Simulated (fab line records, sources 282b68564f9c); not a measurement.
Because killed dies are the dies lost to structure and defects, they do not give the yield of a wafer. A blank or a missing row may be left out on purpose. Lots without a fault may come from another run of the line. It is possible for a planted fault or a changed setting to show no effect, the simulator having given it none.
fab line records    flow ritCmos
record: lots: 13  wafers: 39  lastDay: 8
route steps=202 shown ACTIVE@9 NWELL@38 PRETRO@70 PSD@148 M1@202
lots that met no fault: from a run of the same line without faults
startH: the number of hours between the record's first day and the start of the first shown wafer of the lot    waitH: how many hours have passed since the lot's step before this one    " repeats the value in the row above    L1.1+2: one row covering several wafers at once    - value missing, or start not given    * or withheld: withheld    < > ~ a bound
route shown NAME@n: names a module that has steps shown in the file, with the first one's number in the route    usual: the fault-free wafers' mean and standard deviation    same: alike in all rows    chamber/n: place in a boat    sites: each site's reading    _std_site: standard deviation across them    _edge_site: inner sites' mean taken away from outer sites' mean    radiusMm: how far each site lies from the wafer's centre    mask NAME#n: copy n    behind: the most recent tool/chamber to have shaped the wafer    hold: reason for holding the lot/hours on hold/outcome of the hold    device: the n, p or np transistor that did not switch    end of line: the route-end tests of the same wafers    a step with no rows: only its recipe    killed: at the first sort, the dies lost to defects and structure; wafer yield is something else    map: per-die view of a wafer (x killed, . not killed, _ where there is no die)
set.NAME: setting as actually run; set.NAME@STEP: the setting as run at that earlier step    model.NAME: the simulator's own value behind a step, which no gauge read
the route's steps for a sample of lots (tables are steps, rows are wafers)
services: when a tool's chamber went out of use (startH, in hours from the record's first day, below 0 if earlier), for how many hours, and the reason
== steps ==
step: RIT_ACTIVE_EXPOSE_08
recipe: maskId: M1  na: 0.6  sourceShape: conventional  sigmaOuter: 0.6  targetCdNm: 1400  doseMj: 225
usual: focusOffsetNm: -0.1/0.52  stageVelMmS: 499.96/0.25
lot.wafer  tool             chamber  startH  waitH  mask     focusOffsetNm  stageVelMmS
L477.1     ilineStepper-01  0        16.62   0.2    M1#0     0.0            500.57
L477.5     "                0        "       "      M1#0     0.6            500.34
L477.6     "                0        "       "      M1#0     -0.1           500.19
L479.2     ilineStepper-01  0        24.09   0.1    M1#0     -0.7           499.86
L479.3     "                0        "       "      M1#0     -0.7           499.94
L479.6     "                0        "       "      M1#0     0.2            500.00
L480.4     ilineStepper-01  0        29.10   0.1    M1#0     -0.2           499.60
L480.5     "                0        "       "      M1#0     -0.7           500.07
L480.6     "                0        "       "      M1#0     0.0            499.90
L481.2     ilineStepper-01  0        35.04   0.1    M1#0     -0.1           500.37
L481.5     "                0        "       "      M1#0     -0.5           500.19
L481.6     "                0        "       "      M1#0     0.0            500.52
L482.2     ilineStepper-02  0        39.21   0.2    M1#0     -0.2           500.26
L482.4     "                0        "       "      M1#0     -0.5           500.08
L482.6     "                0        "       "      M1#0     -0.7           500.32
L483.3     ilineStepper-02  0        44.86   0.1    M1#0     -0.2           500.16
L483.4     "                0        "       "      M1#0     0.2            500.12
L483.6     "                0        "       "      M1#0     0.2            500.18
L487.2     ilineStepper-02  0        65.21   0.1    M1#0     0.1            499.73
L487.4     "                0        "       "      M1#0     -0.1           500.05
L487.5     "                0        "       "      M1#0     -0.1           500.01
L491.2     ilineStepper-02  0        85.26   0.2    M1#0     -0.1           499.87
L491.3     "                0        "       "      M1#0     0.3            499.85
L491.4     "                0        "       "      M1#0     0.7            499.84
L493.2     ilineStepper-01  0        97.66   0.2    M1#0     -0.1           500.10
L493.5     "                0        "       "      M1#0     -0.2           500.13
L493.6     "                0        "       "      M1#0     -0.4           499.91
L494.2     ilineStepper-02  0        101.74  0.2    M1_R1#0  -0.6           499.79
L494.3     "                0        "       "      M1_R1#0  0.1            499.62
L494.5     "                0        "       "      M1_R1#0  -0.9           500.20
L495.2     ilineStepper-01  0        104.18  0.2    M1#0     -0.7           499.83
L495.4     "                0        "       "      M1#0     0.8            500.19
L495.6     "                0        "       "      M1#0     -0.9           500.22
L499.1     ilineStepper-01  0        127.81  0.1    M1#0     -0.1           500.10
L499.3     "                0        "       "      M1#0     -0.7           500.11
L499.4     "                0        "       "      M1#0     0.6            500.04
L500.3     ilineStepper-02  0        134.99  0.2    M1#0     0.5            500.10
L500.4     "                0        "       "      M1#0     0.6            499.61
L500.5     "                0        "       "      M1#0     -0.2           500.21
step: RIT_ACTIVE_CD_MEAS_11
recipe: targetCdNm: 1400
usual: cdNm: 1399.4/2.3
lot.wafer  tool      chamber  startH  waitH  cdNm
L477.1     cdSem-02  -        17.02   -      1396.1
L477.5     "         -        "       "      1397.1
L477.6     "         -        "       "      1398.0
L479.2     cdSem-01  -        24.49   -      1400.9
L479.3     "         -        "       "      1401.5
L479.6     "         -        "       "      1401.7
L480.4     cdSem-01  -        29.50   -      1401.6
L480.5     "         -        "       "      1404.5
L480.6     "         -        "       "      1404.2
L481.2     cdSem-01  -        35.44   -      1402.5
L481.5     "         -        "       "      1402.3
L481.6     "         -        "       "      1402.6
L482.2     cdSem-01  -        39.62   -      1400.4
L482.4     "         -        "       "      1399.6
L482.6     "         -        "       "      1400.5
L483.3     cdSem-02  -        45.26   -      1402.4
L483.4     "         -        "       "      1403.5
L483.6     "         -        "       "      1401.5
L487.2     cdSem-01  -        65.61   -      1397.5
L487.4     "         -        "       "      1396.4
L487.5     "         -        "       "      1395.7
L491.2     cdSem-02  -        85.66   -      1405.2
L491.3     "         -        "       "      1401.6
L491.4     "         -        "       "      1402.0
L493.2     cdSem-02  -        98.06   -      1396.2
L493.5     "         -        "       "      1397.1
L493.6     "         -        "       "      1399.0
L494.2     cdSem-02  -        102.14  -      1282.2
L494.3     "         -        "       "      1282.0
L494.5     "         -        "       "      1280.1
L495.2     cdSem-02  -        104.58  -      1400.1
L495.4     "         -        "       "      1397.6
L495.6     "         -        "       "      1398.5
L499.1     cdSem-02  -        128.21  -      1397.6
L499.3     "         -        "       "      1396.6
L499.4     "         -        "       "      1396.8
L500.3     cdSem-02  -        135.53  -      1396.8
L500.4     "         -        "       "      1398.0
L500.5     "         -        "       "      1398.9
step: RIT_NWELL_TW_MEAS_10
usual: NWELL_TW: 2136/34
lot.wafer  tool          chamber  startH  waitH  NWELL_TW
L477.1     filmMetro-02  -        23.44   0.1    2148
L477.5     "             -        "       "      2155
L477.6     "             -        "       "      2145
L479.2     filmMetro-02  -        33.78   0.1    2129
L479.3     "             -        "       "      2129
L479.6     "             -        "       "      2154
L480.4     filmMetro-02  -        37.95   0.1    2137
L480.5     "             -        "       "      2138
L480.6     "             -        "       "      2140
L481.2     filmMetro-02  -        41.79   0.1    2150
L481.5     "             -        "       "      2137
L481.6     "             -        "       "      2133
L482.2     filmMetro-04  -        49.52   0.1    2082
L482.4     "             -        "       "      2087
L482.6     "             -        "       "      2082
L483.3     filmMetro-02  -        52.92   0.1    2171
L483.4     "             -        "       "      2159
L483.6     "             -        "       "      2170
L487.2     filmMetro-03  -        74.60   0.1    2185
L487.4     "             -        "       "      2160
L487.5     "             -        "       "      2174
L491.2     filmMetro-02  -        99.28   0.1    2170
L491.3     "             -        "       "      2141
L491.4     "             -        "       "      2159
L493.2     filmMetro-02  -        104.38  0.1    2166
L493.5     "             -        "       "      2170
L493.6     "             -        "       "      2161
L494.2     filmMetro-04  -        110.97  0.1    2109
L494.3     "             -        "       "      2106
L494.5     "             -        "       "      2094
L495.2     filmMetro-04  -        116.47  0.1    2094
L495.4     "             -        "       "      2090
L495.6     "             -        "       "      2098
L499.1     filmMetro-03  -        148.44  0.1    2165
L499.3     "             -        "       "      2155
L499.4     "             -        "       "      2163
L500.3     filmMetro-03  -        148.94  0.1    2174
L500.4     "             -        "       "      2171
L500.5     "             -        "       "      2172
step: RIT_PRETRO_OVL_MEAS_06
usual: PRETRO_OVL: 1.6/1.3
lot.wafer  tool        chamber  startH  waitH  PRETRO_OVL[nm]
L477.1     overlay-02  -        32.88   -      0.6
L477.5     "           -        "       "      3.0
L477.6     "           -        "       "      0.2
L479.2     overlay-01  -        43.54   -      1.9
L479.3     "           -        "       "      2.0
L479.6     "           -        "       "      2.7
L480.4     overlay-01  -        48.53   -      4.3
L480.5     "           -        "       "      4.3
L480.6     "           -        "       "      4.8
L481.2     overlay-01  -        54.11   -      1.8
L481.5     "           -        "       "      1.5
L481.6     "           -        "       "      1.0
L482.2     overlay-01  -        59.13   -      1.6
L482.4     "           -        "       "      2.0
L482.6     "           -        "       "      0.9
L483.3     overlay-01  -        63.17   -      2.3
L483.4     "           -        "       "      3.6
L483.6     "           -        "       "      1.3
L487.2     overlay-01  -        84.92   -      1.4
L487.4     "           -        "       "      0.1
L487.5     "           -        "       "      1.0
L491.2     overlay-02  -        109.95  -      0.8
L491.3     "           -        "       "      0.7
L491.4     "           -        "       "      0.9
L493.2     overlay-02  -        116.35  -      -0.5
L493.5     "           -        "       "      1.5
L493.6     "           -        "       "      0.5
L494.2     overlay-02  -        125.54  -      2.2
L494.3     "           -        "       "      3.6
L494.5     "           -        "       "      2.3
L495.2     overlay-02  -        126.69  -      -1.4
L495.4     "           -        "       "      1.0
L495.6     "           -        "       "      1.9
L500.3     overlay-02  -        161.18  -      0.9
L500.4     "           -        "       "      -0.7
L500.5     "           -        "       "      1.5
L499.1     overlay-01  -        161.25  -      2.4
L499.3     "           -        "       "      4.7
L499.4     "           -        "       "      2.2
step: RIT_PSD_OVL_MEAS_06
usual: PSD_OVL: 1.0/1.3
lot.wafer  tool        chamber  startH  waitH  PSD_OVL[nm]
L477.1     overlay-02  -        50.27   -      0.4
L477.5     "           -        "       "      2.8
L477.6     "           -        "       "      -1.9
L479.2     overlay-01  -        64.75   -      0.9
L479.3     "           -        "       "      1.8
L479.6     "           -        "       "      2.0
L480.4     overlay-02  -        70.85   -      -0.9
L480.5     "           -        "       "      0.1
L480.6     "           -        "       "      -0.2
L481.2     overlay-01  -        77.02   -      0.9
L481.5     "           -        "       "      0.7
L481.6     "           -        "       "      0.8
L482.2     overlay-02  -        80.04   -      2.7
L482.4     "           -        "       "      1.6
L482.6     "           -        "       "      3.7
L483.3     overlay-02  -        84.67   -      -0.1
L483.4     "           -        "       "      1.8
L483.6     "           -        "       "      -1.5
L487.2     overlay-02  -        108.90  -      1.4
L487.4     "           -        "       "      0.5
L487.5     "           -        "       "      0.7
L491.2     overlay-02  -        135.69  -      3.1
L491.3     "           -        "       "      3.1
L491.4     "           -        "       "      3.3
L493.2     overlay-02  -        143.62  -      3.3
L493.5     "           -        "       "      1.5
L493.6     "           -        "       "      1.0
L495.2     overlay-02  -        156.69  -      3.5
L495.4     "           -        "       "      1.3
L495.6     "           -        "       "      1.4
L494.2     overlay-01  -        157.14  -      1.8
L494.3     "           -        "       "      1.2
L494.5     "           -        "       "      1.9
L499.1     overlay-01  -        184.33  -      -1.1
L499.3     "           -        "       "      -1.4
L499.4     "           -        "       "      -0.6
L500.3     overlay-02  -        186.09  -      3.5
L500.4     "           -        "       "      2.4
L500.5     "           -        "       "      1.8
step: RIT_M1_PROBE_99
usual: killedAtContacts: 0.1/0.24  killedAtFrontEnd: 7/3.1  killedDies: 7/3.1  killedOpen: 3.3/1.9  killedShort: 3.9/2.1
same: grossDies: 264  killed_at_M0_to_M3: 0  killed_at_M4_up: 0  killedAtBackSide: 0  killedAtOther: 0
lot.wafer  tool       chamber  startH  waitH  killedAtContacts  killedAtFrontEnd  killedDies  killedOpen  killedShort
L494.2     prober-01  -        166.85  0.1    0                 9                 9           2           4
L494.3     prober-01  -        166.90  0.2    0                 8                 8           3           5
L494.5     prober-01  -        167.00  0.2    0                 9                 9           5           2
killed by level:class
L494.2 GATE:geometricParticle:open=2 SPACER:geometricParticle:short=2 ACTIVE:areaExpose=2 FOX1:geometricParticle:short=1 REOX:geometricParticle:short=1 ACTIVE:coatMicrobubblePrinted=1
L494.3 FOX1:geometricParticle:short=3 FOX1:geometricParticle:open=1 GATE:geometricParticle:short=1 REOX:geometricParticle:open=1 SPACER:geometricParticle:short=1 SILICIDE:geometricParticle:open=1
L494.5 FOX1:geometricParticle:open=2 ACTIVE:areaExpose=2 FOX1:geometricParticle:short=1 FOX2:geometricParticle:open=1 REOX:geometricParticle:open=1 REOX:geometricParticle:short=1 SPACER:geometricParticle:open=1
== services ==
tool             chamber  startH  hours  kind
ilineStepper-02  -        16.33   21.4   repair
ilineStepper-02  0        59.27   -      calibration
ilineStepper-01  0        60.40   -      calibration
ilineStepper-01  -        111.55  2.7    repair
== key ==
firstSign: step: RIT_ACTIVE_EXPOSE_08  reading: mask  direction: changed
effect: step: RIT_ACTIVE_CD_MEAS_11  reading: cdNm  direction: down  sigmas: 52  usual: 1399.4  struck: 1281.4
metAt RIT_ACTIVE_EXPOSE_08
struckLots L494
testerLeftOut L494
notActingAt RIT_NWELL_TW_MEAS_10,RIT_PRETRO_OVL_MEAS_06,RIT_PSD_OVL_MEAS_06
onsetBetween 85.26 101.74
fault: kind: wrongMask  tool: any  chamber: -  onsetH: 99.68  steps: RIT_ACTIVE_EXPOSE_08  auxCopy: M1_R1#0  cdOffsetNm: -120  scope: struckLotsOnly
testerLeftOut: of these lots the tester's yield and bins aren't shown, on N5 and GAA mostly nor the transistor test; their killed dies are dies lost to structure and defects alone, not to doping, threshold or leakage, so they don't give the yield
